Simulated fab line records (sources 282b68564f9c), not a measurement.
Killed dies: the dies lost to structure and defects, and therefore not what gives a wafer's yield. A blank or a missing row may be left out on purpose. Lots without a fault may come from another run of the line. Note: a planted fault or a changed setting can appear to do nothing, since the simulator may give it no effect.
fab line records + flow ritCmos
record
- lots=6
- wafers=18
- lastDay=8
route steps=202 shown SILICIDE@163 CONTACT@168 M1@202
lots with no fault: from the same line, run without faults
startH: hours from the record's opening day to when the first of the lot's shown wafers began + waitH: hours elapsed since this lot's preceding step + " the same as in the row above + L1.1+2: a single row standing in for several wafers + - no value present, or no start provided + * or withheld: withheld + < > ~ a bound
route shown NAME@n: NAME is a module with steps in the file, n the number in the route of the first one + usual: average and standard deviation across the fault-free wafers + same: alike in all rows + chamber/n: place in a boat + sites: each site's reading + _std_site: the values' standard deviation + _edge_site: mean of outer sites minus mean of inner sites + radiusMm: for every site, how far away it sits from the centre of the wafer + mask NAME#n: copy n + behind: tool/chamber where the wafer was last shaped + hold: the reason the lot was held/the length of the hold in hours/how it ended + device: the n, p or np transistor that did not switch + end of line: the route-end tests of the same wafers + step lacking rows: just its recipe + killed: not the wafer's yield, but the dies lost to structure and defects at the first sort + map: per-die view of a wafer (x killed, . not killed, _ where there is no die)
set.NAME: setting as actually run; set.NAME@STEP: the setting as run at that earlier step + model.NAME: the simulator's own value behind a step, which no gauge read
lots seen at some steps along the route; tables by step, rows by wafer
services: the hour from which a tool's chamber was out of use, counted from the record's first day as startH (under 0 if before that day), plus the number of hours and why
## steps
# step RIT_SILICIDE_RS_MEAS_02
# recipe
- thkMeasGauge=four-point-probe
- reads=Ti_of_SILICIDE_SPUTTER_01
# usual
- SILICIDE_TI_RS=47.3/0.88
| lot.wafer | tool         | chamber | startH | waitH | SILICIDE_TI_RS[ohm/sq] |
|-----------|--------------|---------|--------|-------|------------------------|
| L863.1    | filmMetro-04 | -       | 63.31  | 0.1   | 45.9                   |
| L863.5    | "            | -       | "      | "     | 47.9                   |
| L863.6    | "            | -       | "      | "     | 46.8                   |
| L866.1    | filmMetro-04 | -       | 79.55  | 0.1   | 47.2                   |
| L866.2    | "            | -       | "      | "     | 48.3                   |
| L866.6    | "            | -       | "      | "     | 48.6                   |
| L876.1    | filmMetro-01 | -       | 126.73 | 0.1   | 48.5                   |
| L876.3    | "            | -       | "      | "     | 48.1                   |
| L876.5    | "            | -       | "      | "     | 47.4                   |
| L879.1    | filmMetro-04 | -       | 140.92 | 0.1   | 46.2                   |
| L879.2    | "            | -       | "      | "     | 46.9                   |
| L879.4    | "            | -       | "      | "     | 45.8                   |
| L882.1    | filmMetro-01 | -       | 170.32 | 0.1   | 48.4                   |
| L882.5    | "            | -       | "      | "     | 47.1                   |
| L882.6    | "            | -       | "      | "     | 48.0                   |
| L884.1    | filmMetro-04 | -       | 172.21 | 0.1   | 46.9                   |
| L884.3    | "            | -       | "      | "     | 46.2                   |
| L884.5    | "            | -       | "      | "     | 46.6                   |
# step RIT_SILICIDE_THK_MEAS_03
# recipe
- thkMeasGauge=xrf
- reads=Ti_of_SILICIDE_SPUTTER_01
# usual
- SILICIDE_TI_THK=29.7/0.48
| lot.wafer | tool         | chamber | startH | waitH | SILICIDE_TI_THK[nm] |
|-----------|--------------|---------|--------|-------|---------------------|
| L863.1    | filmMetro-04 | -       | 63.43  | 0.1   | 30.6                |
| L863.5    | "            | -       | "      | "     | 29.7                |
| L863.6    | "            | -       | "      | "     | 30.1                |
| L866.1    | filmMetro-04 | -       | 79.67  | 0.1   | 30.0                |
| L866.2    | "            | -       | "      | "     | 29.4                |
| L866.6    | "            | -       | "      | "     | 29.3                |
| L876.1    | filmMetro-01 | -       | 126.85 | 0.1   | 28.9                |
| L876.3    | "            | -       | "      | "     | 28.9                |
| L876.5    | "            | -       | "      | "     | 29.3                |
| L879.1    | filmMetro-04 | -       | 141.04 | 0.1   | 30.2                |
| L879.2    | "            | -       | "      | "     | 29.8                |
| L879.4    | "            | -       | "      | "     | 30.6                |
| L882.1    | filmMetro-01 | -       | 170.44 | 0.1   | 28.8                |
| L882.5    | "            | -       | "      | "     | 29.5                |
| L882.6    | "            | -       | "      | "     | 29.1                |
| L884.1    | filmMetro-04 | -       | 172.33 | 0.1   | 29.9                |
| L884.3    | "            | -       | "      | "     | 30.5                |
| L884.5    | "            | -       | "      | "     | 30.0                |
# step RIT_SILICIDE_RTA_04
# recipe
- tempC=650
- timeS=10
- idleTempC=25
- rampUpS=5
- rampDownS=5
- coolToC=25
- ambient=N2
# usual
- wafer_temp_C_max=653.0/0.9
| lot.wafer | tool         | chamber | startH | waitH | wafer_temp_C_max |
|-----------|--------------|---------|--------|-------|------------------|
| L863.1    | rtpAnneal-01 | 0       | 63.49  | 0.1   | 652.2            |
| L863.5    | "            | 0       | "      | "     | 652.1            |
| L863.6    | "            | 0       | "      | "     | 652.8            |
| L866.1    | rtpAnneal-02 | 0       | 79.73  | 0.1   | 654.3            |
| L866.2    | "            | 0       | "      | "     | 654.4            |
| L866.6    | "            | 0       | "      | "     | 653.6            |
| L876.1    | rtpAnneal-02 | 0       | 126.91 | 0.1   | 653.7            |
| L876.3    | "            | 0       | "      | "     | 653.2            |
| L876.5    | "            | 0       | "      | "     | 653.7            |
| L879.1    | rtpAnneal-01 | 0       | 141.10 | 0.1   | 652.5            |
| L879.2    | "            | 0       | "      | "     | 652.1            |
| L879.4    | "            | 0       | "      | "     | 653.0            |
| L882.1    | rtpAnneal-01 | 0       | 170.50 | 0.1   | 652.3            |
| L882.5    | "            | 0       | "      | "     | 651.3            |
| L882.6    | "            | 0       | "      | "     | 651.9            |
| L884.1    | rtpAnneal-02 | 0       | 172.39 | 0.1   | 653.8            |
| L884.3    | "            | 0       | "      | "     | 653.8            |
| L884.5    | "            | 0       | "      | "     | 654.5            |
# step RIT_SILICIDE_WET_ETCH_05
# recipe
- chemistry=SPM
- target=Ti
- tempC=90
- timeS=120
- dry=n2Spin
# step RIT_SILICIDE_RTA_06
# recipe
- tempC=750
- timeS=10
- idleTempC=25
- rampUpS=5
- rampDownS=10
- coolToC=25
- ambient=N2
# usual
- wafer_temp_C_max=753.3/0.97
| lot.wafer | tool         | chamber | startH | waitH | wafer_temp_C_max |
|-----------|--------------|---------|--------|-------|------------------|
| L863.1    | rtpAnneal-02 | 0       | 63.60  | 0.0   | 753.4            |
| L863.5    | "            | 0       | "      | "     | 754.6            |
| L863.6    | "            | 0       | "      | "     | 753.9            |
| L866.1    | rtpAnneal-01 | 0       | 79.84  | 0.0   | 752.5            |
| L866.2    | "            | 0       | "      | "     | 752.2            |
| L866.6    | "            | 0       | "      | "     | 752.7            |
| L876.1    | rtpAnneal-01 | 0       | 127.04 | 0.0   | 751.7            |
| L876.3    | "            | 0       | "      | "     | 751.6            |
| L876.5    | "            | 0       | "      | "     | 753.2            |
| L879.1    | rtpAnneal-02 | 0       | 141.21 | 0.0   | 753.6            |
| L879.2    | "            | 0       | "      | "     | 753.2            |
| L879.4    | "            | 0       | "      | "     | 756.0            |
| L882.1    | rtpAnneal-02 | 0       | 170.61 | 0.0   | 754.5            |
| L882.5    | "            | 0       | "      | "     | 754.6            |
| L882.6    | "            | 0       | "      | "     | 754.7            |
| L884.1    | rtpAnneal-01 | 0       | 172.49 | 0.0   | 752.6            |
| L884.3    | "            | 0       | "      | "     | 752.9            |
| L884.5    | "            | 0       | "      | "     | 753.0            |
# step RIT_CONTACT_CVD_00
# recipe
- material=SiO2
- targetThkNm=400
- precursor=TEOS
- tempC=390
- timeS=61
- rfW=391.4
# usual
- heaterPowerW=305/59
- rfFwdPowerW=388.1/1.6
| lot.wafer | tool     | chamber | startH | waitH | heaterPowerW | rfFwdPowerW |
|-----------|----------|---------|--------|-------|--------------|-------------|
| L863.1    | pecvd-01 | 2       | 63.67  | 0.1   | 372          | 388.7       |
| L863.5    | "        | 1       | "      | "     | 317          | 386.9       |
| L863.6    | "        | 0       | "      | "     | 420          | 384.5       |
| L866.1    | pecvd-01 | 0       | 79.90  | 0.1   | 343          | 386.8       |
| L866.2    | "        | 2       | "      | "     | 354          | 391.5       |
| L866.6    | "        | 2       | "      | "     | 364          | 389.9       |
| L876.1    | pecvd-04 | 1       | 127.10 | 0.1   | 215          | 388.8       |
| L876.3    | "        | 0       | "      | "     | 238          | 387.3       |
| L876.5    | "        | 1       | "      | "     | 235          | 388.5       |
| L879.1    | pecvd-04 | 1       | 141.28 | 0.1   | 251          | 387.9       |
| L879.2    | "        | 0       | "      | "     | 246          | 387.2       |
| L879.4    | "        | 0       | "      | "     | 255          | 390.4       |
| L882.1    | pecvd-04 | 0       | 170.68 | 0.1   | 256          | 387.7       |
| L882.5    | "        | 0       | "      | "     | 263          | 387.1       |
| L882.6    | "        | 1       | "      | "     | 259          | 387.5       |
| L884.1    | pecvd-01 | 1       | 172.56 | 0.1   | 257          | 388.1       |
| L884.3    | "        | 2       | "      | "     | 359          | 387.9       |
| L884.5    | "        | 1       | "      | "     | 278          | 389.9       |
# step RIT_CONTACT_THK_MEAS_01
# recipe
- reads=SiO2_of_CONTACT_CVD_00
# usual
- CONTACT_TEOS_THK=393/5.3
| lot.wafer | tool         | chamber | startH | waitH | CONTACT_TEOS_THK[nm] |
|-----------|--------------|---------|--------|-------|----------------------|
| L863.1    | filmMetro-02 | -       | 63.72  | 0.0   | 396                  |
| L863.5    | "            | -       | "      | "     | 403                  |
| L863.6    | "            | -       | "      | "     | 392                  |
| L866.1    | filmMetro-04 | -       | 79.96  | 0.0   | 379                  |
| L866.2    | "            | -       | "      | "     | 385                  |
| L866.6    | "            | -       | "      | "     | 395                  |
| L876.1    | filmMetro-04 | -       | 127.15 | 0.0   | 391                  |
| L876.3    | "            | -       | "      | "     | 394                  |
| L876.5    | "            | -       | "      | "     | 392                  |
| L879.1    | filmMetro-02 | -       | 141.33 | 0.0   | 394                  |
| L879.2    | "            | -       | "      | "     | 392                  |
| L879.4    | "            | -       | "      | "     | 399                  |
| L882.1    | filmMetro-03 | -       | 170.73 | 0.0   | 391                  |
| L882.5    | "            | -       | "      | "     | 399                  |
| L882.6    | "            | -       | "      | "     | 397                  |
| L884.1    | filmMetro-03 | -       | 172.61 | 0.0   | 399                  |
| L884.3    | "            | -       | "      | "     | 400                  |
| L884.5    | "            | -       | "      | "     | 402                  |
# step RIT_CONTACT_HMDS_02
# recipe
- primeTimeS=60
- primeTempC=140
# step RIT_CONTACT_COAT_03
# recipe
- resist=NOVOLAK
- spinRpm=3250
- resistThkNm=1000
# step RIT_CONTACT_SOFTBAKE_04
# recipe
- resist=NOVOLAK
- tempC=90
- timeS=60
# step RIT_CONTACT_EXPOSE_05
# recipe
- maskId=M11
- na=0.6
- sourceShape=conventional
- sigmaOuter=0.5
- targetCdNm=1000
- doseMj=250
# step RIT_CONTACT_PEB_06
# recipe
- resist=NOVOLAK
- tempC=withheld
- timeS=withheld
# step RIT_CONTACT_DEVELOP_07
# recipe
- resist=NOVOLAK
- developTimeS=120
- devTempC=23
# usual
- developerTempC=23.00/0.11
- exhaustPa=45.0/0.83
| lot.wafer | tool          | chamber | startH | waitH | developerTempC | exhaustPa |
|-----------|---------------|---------|--------|-------|----------------|-----------|
| L863.1    | lithoTrack-02 | 0       | 64     | -     | 22.95          | 44.7      |
| L863.5    | "             | 0       | "      | "     | 23.05          | 44.3      |
| L863.6    | "             | 0       | "      | "     | 23.19          | 44.1      |
| L866.1    | lithoTrack-04 | 0       | 80     | -     | 23.00          | 45.2      |
| L866.2    | "             | 0       | "      | "     | 23.01          | 44.3      |
| L866.6    | "             | 0       | 81     | -     | 23.03          | 43.6      |
| L876.1    | lithoTrack-02 | 0       | 127    | -     | 22.36          | 43.8      |
| L876.3    | "             | 0       | 128    | -     | 22.50          | 45.3      |
| L876.5    | "             | 0       | "      | "     | 22.45          | 43.9      |
| L879.1    | lithoTrack-02 | 0       | 142    | -     | 22.18          | 45.4      |
| L879.2    | "             | 0       | "      | "     | 22.14          | 43.9      |
| L879.4    | "             | 0       | "      | "     | 22.41          | 45.4      |
| L882.1    | lithoTrack-03 | 0       | 171    | -     | 23.05          | 44.9      |
| L882.5    | "             | 0       | "      | "     | 23.27          | 43.1      |
| L882.6    | "             | 0       | "      | "     | 23.26          | 44.7      |
| L884.1    | lithoTrack-03 | 0       | 173    | -     | 22.98          | 45.7      |
| L884.3    | "             | 0       | "      | "     | 22.92          | 45.4      |
| L884.5    | "             | 0       | "      | "     | 22.85          | 44.5      |
# step RIT_CONTACT_CD_MEAS_08
# recipe
- targetCdNm=1000
# usual
- cdNm=1000.5/2.2
| lot.wafer | tool     | chamber | startH | waitH | cdNm   |
|-----------|----------|---------|--------|-------|--------|
| L863.1    | cdSem-01 | -       | 64.91  | -     | 1001.1 |
| L863.5    | "        | -       | "      | "     | 1002.1 |
| L863.6    | "        | -       | "      | "     | 1002.4 |
| L866.1    | cdSem-01 | -       | 81.11  | -     | 996.9  |
| L866.2    | "        | -       | "      | "     | 999.7  |
| L866.6    | "        | -       | "      | "     | 997.1  |
| L876.1    | cdSem-01 | -       | 128.18 | -     | 1001.4 |
| L876.3    | "        | -       | "      | "     | 1001.4 |
| L876.5    | "        | -       | "      | "     | 1001.1 |
| L879.1    | cdSem-02 | -       | 142.48 | -     | 1006.2 |
| L879.2    | "        | -       | "      | "     | 1003.1 |
| L879.4    | "        | -       | "      | "     | 1004.1 |
| L882.1    | cdSem-01 | -       | 171.95 | -     | 1000.0 |
| L882.5    | "        | -       | "      | "     | 999.6  |
| L882.6    | "        | -       | "      | "     | 999.3  |
| L884.1    | cdSem-01 | -       | 173.76 | -     | 1000.0 |
| L884.3    | "        | -       | "      | "     | 998.5  |
| L884.5    | "        | -       | "      | "     | 999.7  |
# step RIT_M1_PROBE_99
# usual
- killedAtFrontEnd=7/3
- killedDies=7/3
- killedOpen=3.3/2.1
- killedShort=3.7/1.9
# same
- grossDies=264
- killed_at_M0_to_M3=0
- killed_at_M4_up=0
- killedAtBackSide=0
- killedAtContacts=0
- killedAtOther=0
| lot.wafer | tool      | chamber | startH | waitH | killedAtFrontEnd | killedDies | killedOpen | killedShort |
|-----------|-----------|---------|--------|-------|------------------|------------|------------|-------------|
| L863.1    | prober-01 | -       | 70.39  | 0.1   | 3                | 3          | 0          | 3           |
| L863.5    | prober-01 | -       | 70.59  | 0.2   | 4                | 4          | 2          | 2           |
| L863.6    | prober-01 | -       | 70.64  | 0.2   | 6                | 6          | 0          | 6           |
| L866.1    | prober-02 | -       | 86.48  | 0.1   | 4                | 4          | 3          | 1           |
| L866.2    | prober-02 | -       | 86.53  | 0.1   | 2                | 2          | 2          | 0           |
| L866.6    | prober-02 | -       | 86.73  | 0.2   | 5                | 5          | 2          | 3           |
| L876.1    | prober-02 | -       | 133.36 | 0.1   | 3                | 3          | 0          | 3           |
| L876.3    | prober-02 | -       | 133.46 | 0.2   | 5                | 5          | 3          | 2           |
| L876.5    | prober-02 | -       | 133.56 | 0.2   | 5                | 5          | 1          | 4           |
| L879.1    | prober-01 | -       | 147.81 | 0.1   | 4                | 4          | 2          | 2           |
| L879.2    | prober-01 | -       | 147.86 | 0.1   | 3                | 3          | 1          | 2           |
| L879.4    | prober-01 | -       | 147.96 | 0.2   | 1                | 1          | 0          | 1           |
| L882.1    | prober-02 | -       | 177.26 | 0.1   | 14               | 14         | 7          | 7           |
| L882.5    | prober-02 | -       | 177.46 | 0.2   | 6                | 6          | 3          | 3           |
| L882.6    | prober-02 | -       | 177.51 | 0.2   | 8                | 8          | 2          | 6           |
| L884.1    | prober-02 | -       | 180.26 | 0.1   | 11               | 11         | 6          | 5           |
| L884.3    | prober-02 | -       | 180.36 | 0.2   | 13               | 13         | 9          | 4           |
| L884.5    | prober-02 | -       | 180.46 | 0.2   | 2                | 2          | 2          | 0           |
# killed by level:class
L863.1 GATE:geometricParticle:short=3
L863.5 GATE:geometricParticle:open=2 FOX2:geometricParticle:short=1 SPACER:geometricParticle:short=1
L863.6 SPACER:geometricParticle:short=3 REOX:geometricParticle:short=2 GATE:geometricParticle:short=1
L866.1 GATE:geometricParticle:open=2 GATE:geometricParticle:short=1 SPACER:geometricParticle:open=1
L866.2 FOX1:geometricParticle:open=1 SILICIDE:geometricParticle:open=1
L866.6 FOX1:geometricParticle:short=1 FOX1:geometricParticle:open=1 GATE:geometricParticle:short=1 SPACER:geometricParticle:short=1 SPACER:geometricParticle:open=1
L876.1 GATE:geometricParticle:short=2 SILICIDE:geometricParticle:short=1
L876.3 FOX2:geometricParticle:open=1 GATE:geometricParticle:short=1 GATE:geometricParticle:open=1 SPACER:geometricParticle:short=1 SPACER:geometricParticle:open=1
L876.5 FOX2:geometricParticle:short=1 GATE:geometricParticle:open=1 GATE:geometricParticle:short=1 SPACER:geometricParticle:short=1 SILICIDE:geometricParticle:short=1
L879.1 SPACER:geometricParticle:short=2 FOX1:geometricParticle:open=1 SPACER:geometricParticle:open=1
L879.2 FOX2:geometricParticle:short=1 GATE:geometricParticle:open=1 SILICIDE:geometricParticle:short=1
L879.4 GATE:geometricParticle:short=1
L882.1 FOX1:geometricParticle:open=3 GATE:geometricParticle:short=3 REOX:geometricParticle:open=3 SPACER:geometricParticle:short=2 FOX2:geometricParticle:short=1 GATE:geometricParticle:open=1 SILICIDE:geometricParticle:short=1
L882.5 GATE:geometricParticle:open=2 GATE:geometricParticle:short=2 SPACER:geometricParticle:open=1 SILICIDE:geometricParticle:short=1
L882.6 GATE:geometricParticle:short=3 REOX:geometricParticle:short=2 FOX2:geometricParticle:short=1 GATE:geometricParticle:open=1 REOX:geometricParticle:open=1
L884.1 FOX1:geometricParticle:open=2 GATE:geometricParticle:short=2 GATE:geometricParticle:open=2 FOX1:geometricParticle:short=1 REOX:geometricParticle:open=1 REOX:geometricParticle:short=1 SPACER:geometricParticle:short=1 SILICIDE:geometricParticle:open=1
L884.3 GATE:geometricParticle:open=5 FOX1:geometricParticle:open=2 SPACER:geometricParticle:short=2 FOX1:geometricParticle:short=1 GATE:geometricParticle:short=1 SPACER:geometricParticle:open=1 SILICIDE:geometricParticle:open=1
L884.5 FOX1:geometricParticle:open=1 REOX:geometricParticle:open=1
## services
| tool     | chamber | startH | hours | kind   |
|----------|---------|--------|-------|--------|
| pecvd-04 | 2       | 137.67 | 1.9   | repair |
## key
firstSign
- step=RIT_CONTACT_DEVELOP_07
- reading=developerTempC
- direction=down
- sigmas=6.1
- usual=*
- struck=*
effect none on later readings
metAt RIT_CONTACT_DEVELOP_07
struckWafers L876.1,L876.3,L876.5,L879.1,L879.2,L879.4
testerLeftOut L876,L879
loopTrim
- step=RIT_CONTACT_EXPOSE_05
- setting=dose
- lots=L879
onsetBetween 64 127
fault
- kind=processParameterDrift
- tool=lithoTrack-02
- chamber=-
- onsetH=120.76
- steps=RIT_CONTACT_DEVELOP_07
- channel=devTempC
- offset=*
- shape=step
- endH=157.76
- actsIn=*
- stated=*
# testerLeftOut: of these lots the tester's yield and bins aren't shown, on N5 and GAA mostly nor the transistor test; their killed dies are dies lost to structure and defects alone, not to doping, threshold or leakage, so they don't give the yield
# loopTrim: a control loop set the setting to another value than it would have without faults
